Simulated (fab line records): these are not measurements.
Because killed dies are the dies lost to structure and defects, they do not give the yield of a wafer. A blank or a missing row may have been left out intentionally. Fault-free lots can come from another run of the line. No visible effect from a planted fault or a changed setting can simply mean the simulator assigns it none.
fab line records    flow berkeley-cmos170
record lots=7  wafers=21  last-day=12
route steps=331 shown NWELL@32 PWELL@34
lots that met no fault: taken from a fault-free run of the same line
start-h: the number of hours between the record's first day and the start of the first shown wafer of the lot    wait-h: hours since the lot's step before    " the same as in the row above    L1.1+2: several wafers, shown together as one row    - no value, or no start given    * or withheld: withheld    < > ~ a bound
route shown NAME@n: a module of which the file shows steps, and the number in the route of the first    usual: the fault-free wafers' mean and standard deviation    same: alike in all rows    chamber/n: place in a boat    sites: each site's reading    _std_site: how widely they spread, as a standard deviation    _edge_site: inner sites' mean taken away from outer sites' mean    radius-mm: how far each site lies from the wafer's centre    mask NAME#n: copy n    behind: the last tool/chamber to shape the wafer    hold: what put the lot on hold/how long, in hours/how the hold closed    device: the n, p or np transistor that did not switch    end of line: the route-end tests of the same wafers    where a step has no rows: the recipe by itself    killed: dies that structure and defects cost at the first sort, which is not the same as the wafer's yield    map: per-die view of a wafer (x killed, . not killed, _ where there is no die)
set.NAME: the setting that was run; set.NAME@STEP: the one run at that earlier step    model.NAME: the simulator's own value behind a step, which no gauge read
lots at some steps of the route; a table a step, a row a wafer
services: the hour from which a tool's chamber was out of use, counted from the record's first day as start-h (under 0 if before that day), plus the number of hours and why
## steps
# step UCB170_NWELL_WET_ETCH_18
# recipe chemistry=H3PO4  target=Si3N4  temp-c=160  time-s=14400
# step UCB170_NWELL_WET_ETCH_19
# recipe chemistry=BOE  dilution=5:1  target=SiO2  temp-c=25  time-s=22
# step UCB170_PWELL_CLEAN_00
# recipe chemistry=SPM  temp-c=120  time-s=600
# step UCB170_PWELL_CLEAN_01
# recipe chemistry=dHF  dilution=25:1  time-s=60
# step UCB170_PWELL_OXIDATION_02
# recipe temp-c=1000  ambient=O2  target-thk-a=264  ox-time-s=1260
# step UCB170_PWELL_THK_MEAS_03
# recipe reads=SiO2_of_PWELL_OXIDATION_02
# usual PWELL_OXIDE_THK=26.4/0.5
lot.wafer  tool           chamber  start-h  wait-h  PWELL_OXIDE_THK[nm]
L528.4     film-metro-02  -        70.38    0.0     27.6
L528.5     "              -        "        "       27.0
L528.6     "              -        "        "       26.7
L533.1     film-metro-03  -        96.65    0.0     26.1
L533.2     "              -        "        "       26.4
L533.5     "              -        "        "       26.3
L534.1     film-metro-01  -        103.36   0.0     26.0
L534.5     "              -        "        "       26.7
L534.6     "              -        "        "       26.9
L535.2     film-metro-03  -        103.37   0.0     26.5
L535.3     "              -        "        "       26.2
L535.4     "              -        "        "       27.0
L539.3     film-metro-01  -        123.62   0.0     26.9
L539.5     "              -        "        "       26.8
L539.6     "              -        "        "       27.1
L544.1     film-metro-01  -        147.66   0.1     26.8
L544.4     "              -        "        "       27.1
L544.5     "              -        "        "       27.3
L546.1     film-metro-01  -        161.67   0.0     26.2
L546.5     "              -        "        "       26.1
L546.6     "              -        "        "       26.2
# step UCB170_PWELL_ANNEAL_04
# recipe temp-c=1000  time-s=900  ambient=N2
# step UCB170_PWELL_CVD_05
# recipe material=Si3N4  target-thk-nm=220  temp-c=800  precursor=SiH2Cl2/NH3  time-s=3300  pressure-mtorr=200  sih2cl2-flow-sccm=25  nh3-flow-sccm=75
# step UCB170_PWELL_THK_MEAS_06
# recipe reads=Si3N4_of_PWELL_CVD_05
# usual PWELL_NITRIDE_THK=220.0/2
lot.wafer  tool           chamber  start-h  wait-h  PWELL_NITRIDE_THK[nm]
L528.4     film-metro-03  -        78.89    0.0     218.6
L528.5     "              -        "        "       219.7
L528.6     "              -        "        "       222.3
L533.1     film-metro-02  -        105.12   0.0     222.0
L533.2     "              -        "        "       222.2
L533.5     "              -        "        "       221.4
L534.1     film-metro-01  -        110.46   0.0     219.9
L534.5     "              -        "        "       219.9
L534.6     "              -        "        "       221.2
L535.2     film-metro-03  -        110.47   0.0     218.7
L535.3     "              -        "        "       220.3
L535.4     "              -        "        "       220.2
L539.3     film-metro-01  -        128.28   0.0     216.1
L539.5     "              -        "        "       216.6
L539.6     "              -        "        "       215.2
L544.1     film-metro-01  -        157.57   0.0     216.4
L544.4     "              -        "        "       216.1
L544.5     "              -        "        "       216.2
L546.1     film-metro-01  -        169.74   0.0     219.8
L546.5     "              -        "        "       217.9
L546.6     "              -        "        "       218.7
# step UCB170_PWELL_HMDS_07
# recipe prime-time-s=60  prime-temp-c=100
# step UCB170_PWELL_COAT_08
# recipe resist=KrF  spin-rpm=1500  resist-thk-nm=900
# step UCB170_PWELL_SOFTBAKE_09
# recipe resist=KrF  temp-c=130  time-s=60
# step UCB170_PWELL_EXPOSE_10
# recipe mask-id=PWELL  target-cd-nm=3000  na=0.5  sigma-outer=0.6  source-shape=conventional  dose-mj=19
# usual exposure-dose-mJ-cm2=19.000/0.019  focus-offset-nm=0.0/0.51
lot.wafer  tool            chamber  start-h  wait-h  mask     exposure-dose-mJ-cm2  focus-offset-nm
L528.4     krf-scanner-02  0        79.55    0.2     PWELL#0  18.987                0.1
L528.5     "               0        "        "       PWELL#0  19.020                0.2
L528.6     "               0        "        "       PWELL#0  18.985                0.0
L533.1     krf-scanner-01  -        105.69   0.1     PWELL#0  -                     -
L533.2     "               -        "        "       PWELL#0  -                     -
L533.5     "               -        "        "       PWELL#0  -                     -
L535.2     krf-scanner-01  -        111.00   0.1     PWELL#0  -                     -
L535.3     "               -        "        "       PWELL#0  -                     -
L535.4     "               -        "        "       PWELL#0  -                     -
L534.1     krf-scanner-02  -        111.22   0.3     PWELL#0  -                     -
L534.5     "               -        "        "       PWELL#0  -                     -
L534.6     "               -        "        "       PWELL#0  -                     -
L539.3     krf-scanner-01  0        128.81   0.1     PWELL#0  18.982                1.0
L539.5     "               0        "        "       PWELL#0  19.008                0.0
L539.6     "               0        "        "       PWELL#0  18.993                0.4
L544.1     krf-scanner-02  0        158.08   0.1     PWELL#0  18.984                -0.4
L544.4     "               0        "        "       PWELL#0  18.987                -0.3
L544.5     "               0        "        "       PWELL#0  18.994                -0.6
L546.1     krf-scanner-02  0        170.37   0.1     PWELL#0  19.014                -0.6
L546.5     "               0        "        "       PWELL#0  19.005                -0.4
L546.6     "               0        "        "       PWELL#0  19.020                0.1
# step UCB170_PWELL_PEB_11
# recipe peb-temp-c=130  peb-time-s=withheld  resist=KrF
## services
tool            chamber  start-h  hours  kind
krf-scanner-01  -        60.50    0.2    repair
krf-scanner-01  -        74.54    0.8    pm
krf-scanner-02  -        117.47   1.0    pm
krf-scanner-01  -        150.76   1.3    pm
krf-scanner-01  -        154.29   4.4    pm
## key
first-sign step=UCB170_PWELL_EXPOSE_10  reading=tool-record  direction=missing
effect none on later readings
met-at UCB170_PWELL_EXPOSE_10
struck-wafers L533.1,L533.2,L533.5,L534.1,L534.5,L534.6,L535.2,L535.3,L535.4
later-rows-left-out L533.1,L533.2,L533.5,L534.1,L534.5,L534.6,L535.2,L535.3,L535.4
sort-left-out L533.1,L533.2,L533.5,L534.1,L534.5,L534.6,L535.2,L535.3,L535.4
tester-left-out L533,L534,L535
onset-between 79.55 105.69
fault kind=skipped-step-whole  tool=krf-scanner-01,krf-scanner-02  chamber=-  onset-h=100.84  steps=UCB170_PWELL_EXPOSE_10  scope=struck-lots-only
# tester-left-out: of these lots the tester's yield and bins aren't shown, on N5 and GAA mostly nor the transistor test; their killed dies are dies lost to structure and defects alone, not to doping, threshold or leakage, so they don't give the yield
# sort-left-out: the simulated sort isn't trusted on such a fault, so these wafers' sort isn't shown, and their yield isn't known
# later-rows-left-out: the simulator's readings of these wafers behind a module that went badly wrong aren't trusted and aren't shown, but for the sort
